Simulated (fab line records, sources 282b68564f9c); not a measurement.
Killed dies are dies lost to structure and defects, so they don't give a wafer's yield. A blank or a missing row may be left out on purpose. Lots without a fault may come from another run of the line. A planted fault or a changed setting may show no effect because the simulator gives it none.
A struck lot beside a sound one | flow rit_cmos | 27 steps out of a route of 202
Sound: wafers L314.1, L314.3, L314.4. Struck: wafers L328.1, L328.4, L328.5. The cause comes at the end.
At each step with rows: each side's tool, then ch and its chambers, then its first start. Under that, the readings that differ: sound wafers | struck wafers | difference of the means | sigmas: that difference in standard deviations of wafers without a fault.
alike: readings whose means differ by less than 2 such deviations, and words and numbers that are the same on both sides. not compared: withheld readings, readings that some wafer has no value for, bounds like >300 that may hide the same value, and numbers for which the record gives no deviation and whose values overlap.
The two part at a step that has a row with sigmas, a row that says differs or no value, or rows on one side only. Numbers that don't overlap but have no deviation are shown without sigmas and don't part them. A reading that every wafer of one side lacks parts them only if that side has two wafers or more.

RIT_ACTIVE_BOW_MEAS_00:
  sound on film_metro-01, day 2 01:00; struck on film_metro-03, day 4 23:00
  alike: INCOMING_BOW
then, 1 step without rows for these wafers: RIT_ACTIVE_OXIDATION_01 (target thk 46.8 nm, ox time 3360 s).
RIT_ACTIVE_THK_MEAS_02:
  sound on film_metro-02, day 2 03:03; struck on film_metro-03, day 5 01:55
  alike: ACTIVE_OXIDE_THK
RIT_ACTIVE_CVD_03: deposits Si3N4 from SiH2Cl2/NH3, target thk 150 nm, time 1500 s.
  sound on lpcvd-02 ch 0, day 2 03:07; struck on lpcvd-02 ch 0, day 5 04:53
  reading                                  | sound             | struck            | difference | sigmas
  spike_tc_centre_C (C)                    | 813.8 812.7 813.1 | 842.5 841.7 839.7 | +28.1      | +26
  zone_power_centre_pct (%)                | 37.2 36.3 36.3    | 46.6 46.9 47.1    | +10.3      | +4
  zone_power_source_pct (%)                | 19.8 19.6 20.0    | 18.9 18.5 18.6    | -1.1       | -3
  model.Si3N4_of_ACTIVE_CVD_03.thk_nm (nm) | 149 151.6 149     | 190.6 166.7 161.5 | +23.1      |
RIT_ACTIVE_THK_MEAS_04:
  sound on film_metro-01, day 2 04:32; struck on film_metro-02, day 5 07:01
  reading                 | sound             | struck            | difference | sigmas
  ACTIVE_NITRIDE_THK (nm) | 149.0 151.5 149.0 | 190.7 166.8 161.5 | +23.2      | +19
then, 6 steps without rows for these wafers: RIT_ACTIVE_HMDS_05 (prime time 60 s); RIT_ACTIVE_COAT_06 (resist thk 1000 nm); RIT_ACTIVE_SOFTBAKE_07 (time 60 s); RIT_ACTIVE_EXPOSE_08 (exposes mask M1, target cd 1400 nm); RIT_ACTIVE_PEB_09; RIT_ACTIVE_DEVELOP_10 (develop time 50 s).
RIT_ACTIVE_CD_MEAS_11: target cd 1400 nm.
  sound on cd_sem-02, day 2 05:39; struck on cd_sem-01, day 5 07:58
  alike: cd_nm
then, 1 step without rows for these wafers: RIT_ACTIVE_HARDBAKE_12 (time 60 s).
RIT_ACTIVE_ETCH_13: etches Si3N4 in SF6, stops on SiO2, time 210 s, target depth 210 nm.
  sound on rie_diel-04 ch 1,3, day 2 06:19; struck on rie_diel-02 ch 0,1, day 5 08:14
  reading                            | sound             | struck            | difference | sigmas
  oes_product_au (a.u.)              | 0.799 0.810 0.801 | 0.968 0.861 0.874 | +0.098     | +8
  model.ACTIVE.feature_depth_nm (nm) | 149.7 151.6 149.7 | 191.3 166.7 162.2 | +23.1      |
  model.etch.depth_nm (nm)           | 149 151.6 149     | 190.6 166.7 161.5 | +23.1      |
  alike: drypump_motor_current_A, throttle_valve_pct
  not compared: rf_hours_counter_h
RIT_ACTIVE_STRIP_14: strips in O2, time 180 s.
  sound on plasma_asher-01 ch 0,1, day 2 06:27; struck on plasma_asher-04 ch 0,1, day 5 08:22
  alike: drypump_motor_current_A
  not compared: rf_hours_counter_h
RIT_ACTIVE_CD_MEAS_90: target cd 1400 nm.
  sound on cd_sem-02, day 2 06:37; struck on cd_sem-01, day 5 08:32
  alike: cd_nm
then, 4 steps without rows for these wafers: RIT_ACTIVE_CLEAN_15 (cleans in SC1, time 600 s); RIT_ACTIVE_CLEAN_16 (cleans in dHF, time 30 s); RIT_ACTIVE_CLEAN_17 (cleans in SC2, time 600 s); RIT_FOX1_OXIDATION_00 (target thk 350.7 nm, ox time 1130 s).
RIT_FOX1_THK_MEAS_01:
  sound on film_metro-04, day 2 09:56; struck on film_metro-04, day 5 12:05
  alike: FOX1_OXIDE_THK
then, 2 steps without rows for these wafers: RIT_FOX1_WET_ETCH_02 (etches SiO2 in BOE, target depth 350 nm, time 390 s); RIT_FOX2_OXIDATION_00 (target thk 350.7 nm, ox time 1130 s).
RIT_FOX2_THK_MEAS_01:
  sound on film_metro-04, day 2 11:52; struck on film_metro-04, day 5 15:17
  alike: FOX2_OXIDE_THK
RIT_FOX2_CLEAN_02: cleans in dHF, time 180 s.
  sound on wet_bench-01 ch 1, day 2 11:55; struck on wet_bench-02 ch 0, day 5 15:21
  reading                                  | sound             | struck            | difference | sigmas
  model.Si3N4_of_ACTIVE_CVD_03.thk_nm (nm) | 129.7 132.3 129.7 | 171.4 147.5 142.3 | +23.2      |
then, 2 steps without rows for these wafers: RIT_FOX2_WET_ETCH_03 (etches Si3N4 in H3PO4, target depth 195 nm, time 2700 s); RIT_M1_PROBE_99.

WHERE THEY PART
First at RIT_ACTIVE_CVD_03; last, within this record, at RIT_ACTIVE_ETCH_13. Later steps at which nothing parts them and some readings are alike: RIT_ACTIVE_STRIP_14, RIT_ACTIVE_CD_MEAS_90, RIT_FOX1_THK_MEAS_01, RIT_FOX2_THK_MEAS_01.

WHY: what the simulator had put in
Process parameter drift: lpcvd-02, from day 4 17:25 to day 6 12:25, at RIT_ACTIVE_CVD_03. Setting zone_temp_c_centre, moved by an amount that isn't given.
